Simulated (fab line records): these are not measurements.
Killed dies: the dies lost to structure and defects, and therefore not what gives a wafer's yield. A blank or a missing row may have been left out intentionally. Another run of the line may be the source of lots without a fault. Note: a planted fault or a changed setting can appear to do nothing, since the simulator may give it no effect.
Struck lot and sound lot, side by side -- flow rit_cmos -- 15 steps out of a route of 202
Sound: these wafers, L381.1, L381.5, L381.6. Wafers L392.1, L392.4, L392.6 were the ones struck. At the end, the cause is stated.
Each step with rows lists, per side, the tool, then ch with its chambers, then its first start. Under that, the readings that differ: sound wafers -- struck wafers -- difference of the means -- sigmas: that difference in standard deviations of wafers without a fault.
alike: words and numbers the same on both sides, and readings whose means are apart by under 2 such deviations; not compared: readings that were withheld, readings missing a value for some wafer, numbers with overlapping values and no deviation given by the record, and bounds like >300 which may hide the same value.
The two part at a step that has a row with sigmas, a row that says differs or no value, or rows on one side only. Non-overlapping numbers with no deviation appear without sigmas and do not part them. A reading that every wafer of one side lacks parts them only if that side has two wafers or more.

first, 5 steps without rows for these wafers: RIT_M1_COAT_04 (resist thk 1300 nm); RIT_M1_SOFTBAKE_05 (time 60 s); RIT_M1_EXPOSE_06 (exposes mask M12, target cd 2600 nm); RIT_M1_PEB_07; RIT_M1_DEVELOP_08 (develop time 68 s).
RIT_M1_CD_MEAS_09: target cd 2600 nm.
  sound on cd_sem-01 at day 3 17:55; struck on cd_sem-02 at day 6 10:16
  alike: cd_nm
RIT_M1_OVL_MEAS_10:
  sound on overlay-01 at day 3 18:02; struck on overlay-02 at day 6 10:23
  alike: M1_OVL
then, 1 step without rows for these wafers: RIT_M1_HARDBAKE_11 (time 120 s).
RIT_M1_METAL_ETCH_12: etches Al in Cl2/BCl3, stops on SiO2, time 168.9 s, target depth 600 nm.
  sound on rie_metal-04 ch 0,1, day 3 18:19; struck on rie_metal-02 ch 0,1, day 6 10:40
reading,sound,struck,difference,sigmas
drypump_motor_current_A (A),6.0 5.7 6.0,5.0 4.9 5.4,-0.8,-3
throttle_valve_pct (%),8.41 8.42 8.43,8.25 8.27 8.35,-0.13,-2
  alike: oes_product_au
  not compared: rf_hours_counter_h
then, 1 step without rows for these wafers: RIT_M1_STRIP_13 (strips in nmp, time 600 s).
RIT_M1_STRIP_14: strips in O2, time 180 s.
  sound on plasma_asher-03 ch 0,1, day 3 18:40; struck on plasma_asher-02 ch 0,1, day 6 11:13
  alike: drypump_motor_current_A
  not compared: rf_hours_counter_h
RIT_M1_CD_MEAS_90: target cd 2600 nm.
  sound on cd_sem-01 at day 3 18:50; struck on cd_sem-02 at day 6 11:23
  alike: cd_nm
RIT_M1_ANNEAL_15: time 1842 s.
  sound on furnace-02 ch 0, day 3 18:58; struck on furnace-02 ch 0, day 6 11:35
reading,sound,struck,difference,sigmas
spike_tc_centre_C (C),452.0 451.6 451.4,391.0 391.1 391.8,-60.4,-61
spike_tc_load_C (C),472.3 472.6 473.3,411.1 411.4 409.5,-62.1,-62
spike_tc_source_C (C),467.9 465.7 468.1,405.3 404.0 405.5,-62.3,-68
tube_center_temp_C (C),450.01 450.1 450.01,389.98 389.97 389.97,-60.07,-99 or more
tube_center_temp_C_max,450.97 451.04 451.24,391.07 391.24 391.20,-59.91,-99 or more
zone_power_centre_pct (%),20.40 20.39 20.43,17.28 17.59 17.56,-2.93,-13
zone_power_load_pct (%),6.27 6.26 6.15,4.97 4.97 4.94,-1.27,-19
zone_power_source_pct (%),7.97 7.90 7.89,6.32 6.36 6.31,-1.59,-20
RIT_M1_BOW_MEAS_16:
  sound on film_metro-03 at day 3 20:28; struck on film_metro-03 at day 6 13:05
  alike: M1_BOW
RIT_M1_PROBE_99:
  sound on prober-01 at day 3 20:35; struck on prober-01 at day 6 13:13
reading,sound,struck,difference,sigmas
model.etest.contact_ppoly.rc_ohm,1.429 1.421 1.422,2.746 2.584 2.737,+1.265,
model.etest.contact_nplus.rc_ohm,1.388 1.393 1.486,2.702 2.702 2.65,+1.262,
model.etest.contact_npoly.rc_ohm,1.381 1.402 1.428,2.651 2.709 2.645,+1.265,
model.etest.contact_pplus.rc_ohm,1.363 1.464 1.356,2.787 2.618 2.6,+1.274,
model.etest.nmos_0p15.junction_log10_a_um,-13.43 -13.46 -13.55,-13.74 -13.85 -13.59,-0.25,
  alike: defect_limited_yield, killed_at_contacts, killed_at_front_end, killed_dies, killed_on_rim, killed_open, killed_short, sort_bin_3_pad_short, sort_bin_5_function, sort_bin_6_memory, sort_n_pass, sort_yield_pct

## WHERE THEY PART
First at RIT_M1_METAL_ETCH_12; last, within this record, at RIT_M1_ANNEAL_15. Later steps at which nothing parts them and some readings are alike: RIT_M1_BOW_MEAS_16, RIT_M1_PROBE_99.

WHY: whatever the simulator had introduced
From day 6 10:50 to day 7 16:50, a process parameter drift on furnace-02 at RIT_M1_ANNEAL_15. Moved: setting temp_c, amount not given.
